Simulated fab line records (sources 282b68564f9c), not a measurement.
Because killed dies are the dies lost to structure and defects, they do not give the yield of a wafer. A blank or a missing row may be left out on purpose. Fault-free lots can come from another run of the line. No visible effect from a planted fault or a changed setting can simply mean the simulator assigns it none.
Commonality check across tools	flow rit cmos	Lots sampled 15, wafers sampled 45

WHY IT WAS OPENED
3 of 15 lots carry a flag on the reading PWELL_TW at RIT_PWELL_TW_MEAS_10. Wafers without a fault read 959, standard deviation 7.2.
Rule: flag the lot when none of its wafers has a number, or when each of its wafers that has one lies beyond 4 standard deviations from that mean. The other lots count as sound.

lot	measured	on	PWELL_TW, wafer by wafer	flag
L492	day 2 00:58	film metro-03	960 959 953	
L494	day 2 10:43	film metro-03	30 30 30	FLAGGED
L495	day 2 14:14	film metro-04	30 31 31	FLAGGED
L496	day 2 22:47	film metro-01	30 30 30	FLAGGED
L497	day 3 02:02	film metro-04	962 961 959	
L498	day 3 09:24	film metro-04	955 960 958	
L499	day 3 16:02	film metro-04	963 961 964	
L506	day 4 22:23	film metro-01	949 954 950	
L507	day 5 04:59	film metro-04	964 968 966	
L509	day 5 15:37	film metro-01	953 952 957	
L510	day 5 21:02	film metro-01	953 951 950	
L511	day 6 01:02	film metro-03	967 969 966	
L513	day 6 11:09	film metro-03	965 970 969	
L514	day 6 15:28	film metro-01	951 947 942	
L515	day 6 18:17	film metro-04	955 959 960	
Flagged lots average 30: -929 relative to the usual, that is -99 or more standard deviations.

LOT BY LOT: THE TOOL USED
The record keeps 1 process step preceding the reading, out of 202 steps on the route. Every cell lists first the tool, next ch and the chambers used by the sampled wafers, and last the start.
lot	flag	RIT_NWELL_STRIP_09
L492		plasma asher-04 ch 0,1, day 1 23:07
L494	FLAGGED	plasma asher-04 ch 0, day 2 08:52
L495	FLAGGED	plasma asher-02 ch 1, day 2 12:23
L496	FLAGGED	plasma asher-02 ch 0, day 2 20:55
L497		plasma asher-04 ch 0,1, day 3 00:19
L498		plasma asher-02 ch 1, day 3 07:39
L499		plasma asher-03 ch 0,1, day 3 14:17
L506		plasma asher-04 ch 0,1, day 4 20:40
L507		plasma asher-04 ch 0,1, day 5 03:15
L509		plasma asher-02 ch 0,1, day 5 13:55
L510		plasma asher-03 ch 0,1, day 5 19:11
L511		plasma asher-04 ch 0,1, day 5 23:14
L513		plasma asher-02 ch 0,1, day 6 09:19
L514		plasma asher-04 ch 0,1, day 6 13:46
L515		plasma asher-04 ch 0,1, day 6 16:33
What is done by these steps:
- RIT_NWELL_STRIP_09: strips in O2, time 180 s.
- RIT_PWELL_TW_MEAS_10

FLAGGED AGAINST TOTAL, ONE TOOL AT A TIME (gauges that did the reading follow at the end)
step	tool	lots run	flagged	share of the flagged lots	sound lots run after its first flagged lot
RIT_NWELL_STRIP_09	plasma asher-02	5	2	some	3 (L498,L509,L513)
RIT_NWELL_STRIP_09	plasma asher-03	2	0	none	-
RIT_NWELL_STRIP_09	plasma asher-04	8	1	some	6 (L497,L506,L507,L511,L514,L515)
RIT_PWELL_TW_MEAS_10	film metro-01	5	1	some	4 (L506,L509,L510,L514)
RIT_PWELL_TW_MEAS_10	film metro-03	4	1	some	2 (L511,L513)
RIT_PWELL_TW_MEAS_10	film metro-04	6	1	some	5 (L497,L498,L499,L507,L515)

WHAT THE TABLE PERMITS
No row of the table ran every flagged lot.

WHAT HAD BEEN PUT IN BY THE SIMULATOR
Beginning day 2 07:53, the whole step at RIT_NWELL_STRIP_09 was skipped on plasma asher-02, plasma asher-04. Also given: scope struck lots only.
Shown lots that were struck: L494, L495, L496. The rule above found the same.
